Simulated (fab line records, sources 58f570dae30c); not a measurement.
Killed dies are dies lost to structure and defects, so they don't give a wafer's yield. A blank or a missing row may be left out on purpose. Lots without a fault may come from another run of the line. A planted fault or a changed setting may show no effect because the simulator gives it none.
fab line records | flow berkeley_cmos170
record lots=5 wafers=23
route steps=331 shown SILICIDE@211 CONTACT@220 M1@242 V1@254
start_h: hours from the record's first day to the start of the lot's first wafer shown | wait_h: hours since the lot's step before | " the same as in the row above | L1.1+2: a row that stands for several wafers | - no value, or no start given | * or withheld: withheld | < > ~ a bound
route shown NAME@n: a module of which the file shows steps, and the number in the route of the first | usual: mean/standard deviation of fault-free wafers | same: alike in all rows | chamber/n: place in a boat | sites: the reading at each site | _std_site: their standard deviation | _edge_site: outer sites' mean less inner sites' | radius_mm: how far each site lies from the wafer's centre | mask NAME#n: copy n | behind: the tool/chamber that last shaped the wafer | hold: why the lot was held/for how many hours/how that ended | device: the transistor (n, p or np) that didn't switch | end of line: the same wafers' tests at the end of the route | a step without rows: its recipe alone | killed: dies lost to structure and defects at the first sort, not the wafer's yield | map: a wafer's dies, x killed, . not, _ none there
set.NAME: the setting as run; set.NAME@STEP: as run at that earlier step | model.NAME: the simulator's own value behind a step, which no gauge read
lots whose settings were changed on purpose; a table a step, a row a wafer
## steps
# step UCB170_SILICIDE_SPUTTER_01
# recipe material=Ti target_thk_nm=30 time_s=25 power_w=1500 chamber_pressure_pa=0.5
# columns lot.wafer tool chamber start_h wait_h set.time_s model.Ti_of_SILICIDE_SPUTTER_01.thk_nm
L077.1 pvd_sputter-02 - 155.82 0.0 25 29.9
L077.2 " - " " 25 29.76
L077.4 " - " " 23.61 28.08
L077.5 " - " " 23.61 27.86
L077.6 " - " " 25 29.74
L079.1 pvd_sputter-04 - 156.34 0.0 25 30.48
L079.3 " - " " 25 30.3
L079.4 " - " " 25 30.14
L079.5 " - " " 25 30.19
L079.6 " - " " 25 30.13
L078.1 pvd_sputter-01 - 156.55 0.0 26.28 31.86
L078.2 " - " " 26.28 31.83
L078.4 " - " " 25 30.65
L078.5 " - " " 25 30.39
L078.6 " - " " 25 30.56
L081.1 pvd_sputter-02 - 170.83 0.0 25 30.62
L081.2 " - " " 25 30.15
L081.3 " - " " 25 30.27
L081.4 " - " " 25 30.32
L081.5 " - " " 25 30.42
L085.3 pvd_sputter-04 - 180.73 0.0 25 29.55
L085.5 " - " " 25 29.74
L085.6 " - " " 25 29.87
# step UCB170_SILICIDE_RS_MEAS_02
# recipe thk_meas_gauge=four-point-probe reads=Ti_of_SILICIDE_SPUTTER_01
# usual SILICIDE_TI_RS=26.08/0.28
# columns lot.wafer tool chamber start_h wait_h set.time_s@SILICIDE_SPUTTER_01 SILICIDE_TI_RS[ohm/sq]
L077.1 film_metro-02 - 155.85 0.0 25 26.15
L077.2 " - " " 25 26.34
L077.4 " - " " 23.61 28.23
L077.5 " - " " 23.61 28.49
L077.6 " - " " 25 26.34
L079.1 film_metro-02 - 156.37 0.0 25 25.60
L079.3 " - " " 25 25.80
L079.4 " - " " 25 25.96
L079.5 " - " " 25 25.93
L079.6 " - " " 25 25.97
L078.1 film_metro-01 - 156.58 0.0 26.28 24.30
L078.2 " - " " 26.28 24.41
L078.4 " - " " 25 25.44
L078.5 " - " " 25 25.77
L078.6 " - " " 25 25.60
L081.1 film_metro-01 - 170.86 0.0 25 25.54
L081.2 " - " " 25 25.94
L081.3 " - " " 25 25.93
L081.4 " - " " 25 25.82
L081.5 " - " " 25 25.66
L085.3 film_metro-02 - 180.80 0.1 25 26.58
L085.5 " - " " 25 26.34
L085.6 " - " " 25 26.18
# step UCB170_SILICIDE_THK_MEAS_03
# recipe thk_meas_gauge=xrf reads=Ti_of_SILICIDE_SPUTTER_01
# usual SILICIDE_TI_THK=30.29/0.3
# columns lot.wafer tool chamber start_h wait_h set.time_s@SILICIDE_SPUTTER_01 SILICIDE_TI_THK[nm]
L077.1 film_metro-02 - 155.97 0.1 25 30.34
L077.2 " - " " 25 30.18
L077.4 " - " " 23.61 28.42
L077.5 " - " " 23.61 28.16
L077.6 " - " " 25 30.09
L079.1 film_metro-02 - 156.49 0.1 25 30.94
L079.3 " - " " 25 30.82
L079.4 " - " " 25 30.46
L079.5 " - " " 25 30.69
L079.6 " - " " 25 30.50
L078.1 film_metro-01 - 156.70 0.1 26.28 32.15
L078.2 " - " " 26.28 32.09
L078.4 " - " " 25 30.89
L078.5 " - " " 25 30.54
L078.6 " - " " 25 30.90
L081.1 film_metro-01 - 170.98 0.1 25 30.82
L081.2 " - " " 25 30.46
L081.3 " - " " 25 30.48
L081.4 " - " " 25 30.56
L081.5 " - " " 25 30.84
L085.3 film_metro-02 - 180.90 0.1 25 29.81
L085.5 " - " " 25 29.99
L085.6 " - " " 25 30.01
# step UCB170_CONTACT_COAT_04
# recipe resist=KrF spin_rpm=1500 resist_thk_nm=900
# columns lot.wafer tool chamber start_h wait_h set.spin_rpm model.KrF_of_CONTACT_COAT_04.thk_nm
L077.1 litho_track-01 0 158.30 0.1 1500 902
L077.2 " 0 " " 1529 893.6
L077.4 " 0 " " 1500 901.1
L077.5 " 0 " " 1500 902.2
L077.6 " 0 " " 1529 892.4
L078.1 litho_track-04 0 160.12 0.1 1500 901
L078.2 " 0 " " 1534 894.9
L078.4 " 0 " " 1534 890.9
L078.5 " 0 " " 1534 891.1
L078.6 " 0 " " 1500 901.9
L079.1 litho_track-02 0 160.29 0.1 1565 879.9
L079.3 " 0 " " 1500 897.5
L079.4 " 0 " " 1500 896.8
L079.5 " 0 " " 1500 896.4
L079.6 " 0 " " 1565 879
L081.1 litho_track-01 0 173.33 0.1 1500 907.4
L081.2 " 0 " " 1500 906.5
L081.3 " 0 " " 1464 916.1
L081.4 " 0 " " 1464 916.2
L081.5 " 0 " " 1500 905.4
L085.3 litho_track-02 0 183.40 0.1 1500 902.9
L085.5 " 0 " " 1500 901
L085.6 " 0 " " 1500 902.3
# step UCB170_CONTACT_SOFTBAKE_05
# recipe resist=KrF temp_c=130 time_s=60
# step UCB170_CONTACT_STRIP_06
# recipe chemistry=O2 power_w=400 pressure_mtorr=3500 platen_temp_c=withheld o2_flow_sccm=400 overash_fraction=0.5
# usual strip_time_to_endpoint_s=21.97/0.068
# columns lot.wafer tool chamber start_h wait_h set.spin_rpm@CONTACT_COAT_04 strip_time_to_endpoint_s
L077.1 plasma_asher-04 1 158.60 0.1 1500 22.02
L077.2 " 0 " " 1529 21.83
L077.4 " 0 " " 1500 22.00
L077.5 " 1 " " 1500 22.02
L077.6 " 0 " " 1529 21.80
L078.1 plasma_asher-04 0 160.42 0.1 1500 21.98
L078.2 " 1 " " 1534 21.85
L078.4 " 0 " " 1534 21.74
L078.5 " 0 " " 1534 21.76
L078.6 " 1 " " 1500 22.01
L079.1 plasma_asher-04 1 160.59 0.1 1565 21.49
L079.3 " 1 " " 1500 21.91
L079.4 " 0 " " 1500 21.90
L079.5 " 0 " " 1500 21.87
L079.6 " 1 " " 1565 21.46
L081.1 plasma_asher-04 1 173.63 0.1 1500 22.14
L081.2 " 0 " " 1500 22.12
L081.3 " 0 " " 1464 22.35
L081.4 " 1 " " 1464 22.35
L081.5 " 0 " " 1500 22.10
L085.3 plasma_asher-04 1 183.69 0.1 1500 22.03
L085.5 " 1 " " 1500 21.99
L085.6 " 0 " " 1500 22.03
# step UCB170_CONTACT_EXPOSE_12
# recipe mask_id=CONT target_cd_nm=700 na=0.5 sigma_outer=0.6 source_shape=conventional dose_mj=35
# columns lot.wafer tool chamber start_h wait_h mask set.dose_mj
L077.1+2+5 krf_scanner-01 0 159.71 - CONT#0 34.13
L077.4+6 " 0 " " CONT#0 35
L078.1+5+6 krf_scanner-01 0 161.60 - CONT#0 35
L078.2+4 " 0 " " CONT#0 36.35
L079.1+3+6 krf_scanner-02 0 162.16 - CONT#0 37.3
L079.4+5 " 0 " " CONT#0 35
L081.1+3 krf_scanner-02 0 174.42 - CONT#0 35
L081.2+4+5 " 0 " " CONT#0 36.08
L085.3+5+6 krf_scanner-02 0 184.73 - CONT#0 35
# step UCB170_CONTACT_PEB_13
# recipe peb_temp_c=130 peb_time_s=withheld resist=KrF
# step UCB170_CONTACT_DEVELOP_14
# recipe developer=TMAH develop_time_s=45 resist=KrF dev_temp_c=21
# step UCB170_CONTACT_CD_MEAS_15
# recipe target_cd_nm=700
# usual cd_nm=700.2/1.3
# columns lot.wafer tool chamber start_h wait_h set.dose_mj@CONTACT_EXPOSE_12 cd_nm
L077.1 cd_sem-02 - 160.26 - 34.13 693.4
L077.2 " - " " 34.13 692.0
L077.4 " - " " 35 698.5
L077.5 " - " " 34.13 693.5
L077.6 " - " " 35 699.3
L078.1 cd_sem-01 - 162.42 - 35 701.2
L078.2 " - " " 36.35 706.4
L078.4 " - " " 36.35 706.8
L078.5 " - " " 35 700.5
L078.6 " - " " 35 700.8
L079.1 cd_sem-02 - 162.71 - 37.3 711.0
L079.3 " - " " 37.3 711.7
L079.4 " - " " 35 699.5
L079.5 " - " " 35 700.9
L079.6 " - " " 37.3 711.3
L081.1 cd_sem-02 - 175.14 - 35 698.4
L081.2 " - " " 36.08 704.0
L081.3 " - " " 35 699.3
L081.4 " - " " 36.08 703.8
L081.5 " - " " 36.08 705.3
L085.3 cd_sem-01 - 185.12 - 35 700.7
L085.5 " - " " 35 700.9
L085.6 " - " " 35 700.9
# step UCB170_CONTACT_ETCH_17
# recipe chemistry=N2/H2 target_depth_a=withheld overetch_a=withheld target=BARC time_s=withheld source_w=500 bias_w=100 pressure_mtorr=30 n2_flow_sccm=100 h2_flow_sccm=200
# columns lot.wafer tool chamber start_h wait_h set.dose_mj@CONTACT_EXPOSE_12 model.CONTACT.cd_nm
L077.1+5 rie_diel-01 0 160.42 0.0 34.13 694.1
L077.2 " 3 " " 34.13 692.4
L077.4 " 1 " " 35 700.2
L077.6 " 1 " " 35 700.7
L078.1 rie_diel-04 3 162.58 0.0 35 701.7
L078.2 " 0 " " 36.35 705.5
L078.4 " 2 " " 36.35 706.7
L078.5 " 0 " " 35 699.9
L078.6 " 1 " " 35 700.9
L079.1 rie_diel-01 1 162.86 0.0 37.3 711.8
L079.3 " 3 " " 37.3 711
L079.4 " 2 " " 35 699.8
L079.5 " 1 " " 35 701.6
L079.6 " 2 " " 37.3 711.7
L081.1 rie_diel-01 2 175.30 0.0 35 698.9
L081.2 " 3 " " 36.08 703.9
L081.3 " 1 " " 35 699.6
L081.4 " 0 " " 36.08 703.5
L081.5 " 0 " " 36.08 704.6
L085.3 rie_diel-01 0 185.23 0.0 35 701
L085.5 " 3 " " 35 701.4
L085.6 " 2 " " 35 700.8
# step UCB170_CONTACT_ETCH_18
# recipe chemistry=CHF3/CF4/Ar target=PSG stop_on=TiSi2 CHF3_flow_sccm=45 cf4_flow_sccm=15 Ar_flow_sccm=150 pressure_mtorr=200 rf_w=700 target_depth_a=8400 over_etch_frac=0.2 time_s=195
# step UCB170_CONTACT_STRIP_19
# recipe chemistry=O2 power_w=400 pressure_mtorr=3500 platen_temp_c=withheld o2_flow_sccm=400 overash_fraction=0.5
# step UCB170_CONTACT_CD_MEAS_90
# recipe target_cd_nm=700
# usual cd_nm=700.3/1.4
# columns lot.wafer tool chamber start_h wait_h set.dose_mj@CONTACT_EXPOSE_12 cd_nm
L077.1 cd_sem-02 - 160.68 0.1 34.13 693.6
L077.2 " - " " 34.13 692.8
L077.4 " - " " 35 700.2
L077.5 " - " " 34.13 693.8
L077.6 " - " " 35 700.8
L078.1 cd_sem-01 - 162.85 0.1 35 702.3
L078.2 " - " " 36.35 704.8
L078.4 " - " " 36.35 706.5
L078.5 " - " " 35 699.4
L078.6 " - " " 35 700.9
L079.1 cd_sem-02 - 163.13 0.1 37.3 711.7
L079.3 " - " " 37.3 711.2
L079.4 " - " " 35 699.6
L079.5 " - " " 35 701.5
L079.6 " - " " 37.3 711.9
L081.1 cd_sem-01 - 175.57 0.1 35 699.3
L081.2 " - " " 36.08 704.8
L081.3 " - " " 35 699.8
L081.4 " - " " 36.08 703.6
L081.5 " - " " 36.08 704.8
L085.3 cd_sem-02 - 185.54 0.1 35 700.3
L085.5 " - " " 35 701.7
L085.6 " - " " 35 700.6
# step UCB170_M1_COAT_04
# recipe resist=KrF spin_rpm=1500 resist_thk_nm=900
# columns lot.wafer tool chamber start_h wait_h set.spin_rpm model.KrF_of_M1_COAT_04.thk_nm
L077.1+5 litho_track-03 0 - - 1500 900.6
L077.2 " 0 " " 1500 902
L077.4 " 0 " " 1500 901.9
L077.6 " 0 " " 1500 898.5
L078.1 litho_track-04 0 - - 1500 902.6
L078.2 " 0 " " 1610 872.3
L078.4 " 0 " " 1610 873.8
L078.5 " 0 " " 1500 901.9
L078.6 " 0 " " 1610 872.8
L079.1 litho_track-01 0 - - 1500 901.1
L079.3 " 0 " " 1605 871.3
L079.4 " 0 " " 1605 876.5
L079.5 " 0 " " 1500 905.2
L079.6 " 0 " " 1605 872.6
L081.1 litho_track-04 0 - - 1500 900.9
L081.2 " 0 " " 1465 915.6
L081.3 " 0 " " 1465 908.4
L081.4 " 0 " " 1500 897.5
L081.5 " 0 " " 1465 911.4
L085.3 litho_track-04 0 - - 1500 900
L085.5 " 0 " " 1500 898.1
L085.6 " 0 " " 1500 899.7
# step UCB170_M1_SOFTBAKE_05
# recipe resist=KrF temp_c=130 time_s=60
# step UCB170_M1_EXPOSE_06
# recipe mask_id=METAL1 target_cd_nm=700 na=0.5 sigma_outer=0.6 source_shape=conventional dose_mj=20.53
# step UCB170_M1_ETCH_11
# recipe chemistry=N2/H2 target_depth_a=withheld overetch_a=withheld target=BARC time_s=withheld source_w=500 bias_w=100 pressure_mtorr=30 n2_flow_sccm=100 h2_flow_sccm=200
# step UCB170_M1_METAL_ETCH_12
# recipe chemistry=Cl2/BCl3 target=Al stop_on=PSG pressure_mtorr=12 target_depth_a=7800 over_etch_frac=0.3 time_s=130 icp_w=600 bias_w=120 Cl2_flow_sccm=90 bcl3_flow_sccm=45
# columns lot.wafer tool chamber start_h wait_h set.spin_rpm@M1_COAT_04 model.KrF_of_M1_COAT_04.thk_nm
L077.1 rie_metal-04 0 163.95 - 1500 425.8
L077.2 " 0 " " 1500 433.3
L077.4 " 0 " " 1500 432
L077.5 " 0 " " 1500 430.7
L077.6 " 0 " " 1500 430.3
L078.1 rie_metal-01 0 164.93 - 1500 440.5
L078.2 " 1 " " 1610 421.8
L078.4 " 1 " " 1610 424.2
L078.5 " 1 " " 1500 449
L078.6 " 0 " " 1610 409.3
L079.1 rie_metal-02 1 165.10 - 1500 437.4
L079.3 " 0 " " 1605 411.3
L079.4 " 1 " " 1605 415.8
L079.5 " 0 " " 1500 445.7
L079.6 " 1 " " 1605 409
L081.1 rie_metal-04 0 177.28 - 1500 429.6
L081.2 " 0 " " 1465 441.3
L081.3 " 0 " " 1465 436.5
L081.4 " 0 " " 1500 425.1
L081.5 " 0 " " 1465 439.4
L085.3 rie_metal-02 1 188.50 - 1500 435.1
L085.5 " 1 " " 1500 433.8
L085.6 " 1 " " 1500 434.5
# step UCB170_V1_CVD_00
# recipe material=SiO2 target_thk_nm=2000 temp_c=390 precursor=TEOS/O2 time_s=250 rf_w=550 pressure_mtorr=9000
# columns lot.wafer tool chamber start_h wait_h set.time_s model.SiO2_of_V1_CVD_00.thk_nm
L077.1 pecvd-01 2 167.54 0.0 273.5 2188
L077.2 " 0 " " 250 1979
L077.4 " 1 " " 250 2030
L077.5 " 0 " " 273.5 2230
L077.6 " 2 " " 250 2036
L078.1 pecvd-03 1 167.54 0.0 217.7 1739
L078.2 " 2 " " 217.7 1752
L078.4 " 1 " " 250 2044
L078.5 " 0 " " 250 2012
L078.6 " 2 " " 217.7 1807
L079.1 pecvd-04 0 167.54 0.0 250 1962
L079.3 " 2 " " 250 1969
L079.4 " 0 " " 250 1994
L079.5 " 1 " " 250 1982
L079.6 " 2 " " 250 2009
L081.1 pecvd-04 1 181.18 0.0 250 1958
L081.2 " 0 " " 226.9 1770
L081.3 " 2 " " 226.9 1832
L081.4 " 2 " " 250 2010
L081.5 " 1 " " 250 1979
L085.3 pecvd-03 1 191.47 0.0 250 1992
L085.5 " 0 " " 250 1994
L085.6 " 1 " " 250 1997
# step UCB170_V1_THK_MEAS_01
# recipe reads=SiO2_of_V1_CVD_00
# usual V1_TEOS_THK=2001/27
# columns lot.wafer tool chamber start_h wait_h set.time_s@V1_CVD_00 V1_TEOS_THK[nm]
L077.1 film_metro-02 - 167.70 0.1 273.5 2188
L077.2 " - " " 250 1980
L077.4 " - " " 250 2030
L077.5 " - " " 273.5 2232
L077.6 " - " " 250 2037
L079.1 film_metro-03 - 167.70 0.1 250 1964
L079.3 " - " " 250 1969
L079.4 " - " " 250 1994
L079.5 " - " " 250 1982
L079.6 " - " " 250 2010
L078.1 film_metro-04 - 167.74 0.1 217.7 1739
L078.2 " - " " 217.7 1752
L078.4 " - " " 250 2043
L078.5 " - " " 250 2011
L078.6 " - " " 217.7 1807
L081.1 film_metro-02 - 181.33 0.1 250 1958
L081.2 " - " " 226.9 1769
L081.3 " - " " 226.9 1832
L081.4 " - " " 250 2008
L081.5 " - " " 250 1980
L085.3 film_metro-03 - 191.65 0.1 250 1992
L085.5 " - " " 250 1995
L085.6 " - " " 250 1997
# step UCB170_V1_CMP_02
# recipe material=SiO2 down_force_psi=6 platen_rpm=60 pad_velocity_m_s=0.75398
# columns lot.wafer tool chamber start_h wait_h set.leave_above_ref_nm model.SiO2_of_V1_CVD_00.thk_nm
L077.4 cmp-01 0 167.76 0.0 1000 999.7
L077.1 " 2 " " 1000 998.2
L077.2 " 3 " " 942.5 943.2
L077.5 " 0 " " 942.5 942
L077.6 " 1 " " 942.5 941.5
L079.3 cmp-01 1 168.06 0.3 1039 1038
L079.1 " 3 " " 1039 1039
L079.4 " 0 " " 1000 1001
L079.5 " 1 " " 1000 998.5
L079.6 " 2 " " 1000 1000
L078.2+5+6 cmp-01 0,0,1 168.36 0.6 1058 1059
L078.4+1 " 1,3 " " 1000 999.8
L081.2 cmp-02 0 181.39 0.0 1055 1056
L081.3+1+5 " 1,3,1 " " 1000 1000
L081.4 " 2 " " 1055 1055
L085.3 cmp-02 1 191.84 0.2 1000 999.7
L085.6 " 1 " " 1000 1001
L085.5 " 2 " " 1000 999.8
# step UCB170_V1_THK_MEAS_04
# recipe reads=SiO2_of_V1_CVD_00
# usual V1_POLISHED_THK=1000.2/1.2
# columns lot.wafer tool chamber start_h wait_h set.leave_above_ref_nm@V1_CMP_02 V1_POLISHED_THK[nm]
L077.1 film_metro-02 - 168.18 0.1 1000 997.7
L077.2 " - " " 942.5 943.5
L077.4 " - " " 1000 1000.6
L077.5 " - " " 942.5 942.1
L077.6 " - " " 942.5 941.9
L079.1 film_metro-04 - 168.48 0.1 1039 1038.9
L079.3 " - " " 1039 1037.9
L079.4 " - " " 1000 1000.9
L079.5 " - " " 1000 998.5
L079.6 " - " " 1000 999.6
L078.1 film_metro-02 - 168.78 0.1 1000 1000.0
L078.2 " - " " 1058 1058.6
L078.4 " - " " 1000 999.8
L078.5 " - " " 1058 1059.8
L078.6 " - " " 1058 1058.9
L081.1 film_metro-04 - 181.81 0.1 1000 1000.8
L081.2 " - " " 1055 1055.5
L081.3 " - " " 1000 999.3
L081.4 " - " " 1055 1053.6
L081.5 " - " " 1000 1000.6
L085.3 film_metro-04 - 192.28 0.1 1000 999.7
L085.5 " - " " 1000 999.4
L085.6 " - " " 1000 1000.7
# step UCB170_V1_DEVELOP_11
# recipe developer=TMAH develop_time_s=45 resist=KrF dev_temp_c=21
# columns lot.wafer tool chamber start_h wait_h set.develop_time_s
L077.1+2+4 litho_track-03 0 - - 45
L077.5+6 " 0 " " 47.57
L079.1+4+6 litho_track-03 0 - - 45
L079.3+5 " 0 " " 41.75
L078.1+6 litho_track-02 0 - - 45
L078.2+4+5 " 0 " " 41.52
L081.1+2+3 litho_track-02 0 - - 45
L081.4+5 " 0 " " 42.75
L085.3+5+6 litho_track-03 0 - - 45
# step UCB170_V1_ETCH_14
# recipe chemistry=CHF3/CF4/Ar target=SiO2 stop_on=Al CHF3_flow_sccm=45 cf4_flow_sccm=15 Ar_flow_sccm=150 pressure_mtorr=200 rf_w=700 target_depth_a=12500 over_etch_frac=0.25 time_s=291
# columns lot.wafer tool chamber start_h wait_h set.leave_above_ref_nm@V1_CMP_02 model.etch.depth_nm model.V1.feature_depth_nm
L077.1 rie_diel-02 0 169.96 0.0 1000 998.2 998.2
L077.2 " 1 " " 942.5 943.2 943.6
L077.4 " 3 " " 1000 999.7 1000
L077.5 " 3 " " 942.5 942 942.3
L077.6 " 2 " " 942.5 941.5 941.5
L079.1 rie_diel-03 0 170.23 0.0 1039 1039 1039
L079.3 " 3 " " 1039 1038 1039
L079.4 " 1 " " 1000 1001 1001
L079.5 " 0 " " 1000 998.5 998.5
L079.6 " 1 " " 1000 1000 1000
L078.1+4 rie_diel-01 0,2 170.43 0.0 1000 999.8 999.8
L078.2+5+6 " 1,2,1 " " 1058 1059 1059
L081.1+3 rie_diel-03 1,0 187.05 0.0 1000 1000 1000
L081.2 " 3 " " 1055 1056 1056
L081.4 " 2 " " 1055 1055 1055
L081.5 " 3 " " 1000 1000 1001
L085.3 rie_diel-01 1 195.64 0.0 1000 999.7 999.9
L085.5 " 0 " " 1000 999.8 999.8
L085.6 " 1 " " 1000 1001 1001
## key
split step=UCB170_SILICIDE_SPUTTER_01 setting=time_s stated=25 by=wafer
response step=UCB170_SILICIDE_SPUTTER_01 reading=model.Ti_of_SILICIDE_SPUTTER_01.thk_nm change=+0.296 per=1% r=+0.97
response step=UCB170_SILICIDE_RS_MEAS_02 reading=SILICIDE_TI_RS change=-0.315 per=1% r=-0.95
response step=UCB170_SILICIDE_THK_MEAS_03 reading=SILICIDE_TI_THK change=+0.307 per=1% r=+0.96
split step=UCB170_CONTACT_COAT_04 setting=spin_rpm stated=1500 by=wafer
response step=UCB170_CONTACT_COAT_04 reading=model.KrF_of_CONTACT_COAT_04.thk_nm change=-4.08 per=1% r=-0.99
response step=UCB170_CONTACT_STRIP_06 reading=strip_time_to_endpoint_s change=* per=1% r=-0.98
split step=UCB170_CONTACT_EXPOSE_12 setting=dose_mj stated=35 by=wafer
response step=UCB170_CONTACT_CD_MEAS_15 reading=cd_nm change=+1.72 per=1% r=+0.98
response step=UCB170_CONTACT_ETCH_17 reading=model.CONTACT.cd_nm change=+1.67 per=1% r=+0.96
response step=UCB170_CONTACT_CD_MEAS_90 reading=cd_nm change=+1.67 per=1% r=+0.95
split step=UCB170_M1_COAT_04 setting=spin_rpm stated=1500 by=wafer
response step=UCB170_M1_COAT_04 reading=model.KrF_of_M1_COAT_04.thk_nm change=-4.18 per=1% r=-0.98
response step=UCB170_M1_METAL_ETCH_12 reading=model.KrF_of_M1_COAT_04.thk_nm change=-3.94 per=1% r=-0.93
split step=UCB170_V1_CVD_00 setting=time_s stated=250 by=wafer
response step=UCB170_V1_CVD_00 reading=model.SiO2_of_V1_CVD_00.thk_nm change=+20.2 per=1% r=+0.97
response step=UCB170_V1_THK_MEAS_01 reading=V1_TEOS_THK change=+20.2 per=1% r=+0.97
split step=UCB170_V1_CMP_02 setting=leave_above_ref_nm stated=1000 by=wafer
response step=UCB170_V1_CMP_02 reading=model.SiO2_of_V1_CVD_00.thk_nm change=+10 per=1% r=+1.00
response step=UCB170_V1_THK_MEAS_04 reading=V1_POLISHED_THK change=+9.97 per=1% r=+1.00
response step=UCB170_V1_ETCH_14 reading=model.etch.depth_nm change=+10 per=1% r=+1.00
response step=UCB170_V1_ETCH_14 reading=model.V1.feature_depth_nm change=+10 per=1% r=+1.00
split step=UCB170_V1_DEVELOP_11 setting=develop_time_s stated=45 by=wafer
response none clear
